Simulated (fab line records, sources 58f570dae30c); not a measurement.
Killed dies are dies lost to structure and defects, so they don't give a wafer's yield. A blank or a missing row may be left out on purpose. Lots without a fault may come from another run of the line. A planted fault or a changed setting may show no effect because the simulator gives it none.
Chamber matching | flow berkeley_cmos170 | UCB170_ACTIVE_ETCH_15 on rie_diel-02: 4 sister chambers
The step etches Si3N4 in CH3F/Ar/O2, stops on SiO2, target depth 242 nm, time 151 s. 8 wafers are shown with their chamber, then 7 later ones without.

WAFERS WITH THEIR CHAMBER
wafer  | chamber | drypump_motor_current_A (A) | throttle_valve_pct (%)
L850.1 | 2       | 5.1                         | 8.11
L850.3 | 1       | 6.3                         | 8.03
L850.6 | 0       | 6.3                         | 8.13
L854.1 | 0       | 6.3                         | 8.13
L854.2 | 2       | 5.1                         | 8.12
L854.5 | 3       | 5.9                         | 8.04
L856.1 | 3       | 5.9                         | 8.03
L856.4 | 1       | 6.4                         | 8.02

WAFERS WITHOUT THEIR CHAMBER
wafer  | drypump_motor_current_A (A) | throttle_valve_pct (%)
L856.5 | 5.9                         | 8.03
L859.3 | 5.9                         | 8.04
L859.4 | 5.1                         | 8.12
L859.5 | 6.3                         | 8.11
L861.3 | 6.3                         | 8.11
L861.4 | 6.4                         | 8.03
L861.5 | 5.9                         | 8.05

WHICH CHAMBER EACH WENT THROUGH
wafer  | from the rows above | in truth
L856.5 | 3                   | 3
L859.3 | 3                   | 3
L859.4 | 2                   | 2
L859.5 | 0                   | 0
L861.3 | 0                   | 0
L861.4 | 1                   | 1
L861.5 | 3                   | 3
Placed correctly: 7 of 7. Can't be placed from these rows: 0. Placed wrongly: 0.
How it was worked out, from the rows above alone: a wafer's distance from a chamber is the root of the sum, over the readings, of the square of ((its reading less the chamber's mean) divided by the reading's scatter). The wafer belongs to the nearest chamber; if the next one is less than 2 further off, it can't be placed. A chamber's mean is the mean of its shown wafers. The scatter: the root of (the sum of the squares of (reading less its chamber's mean) over the shown wafers, divided by (wafers less chambers)).
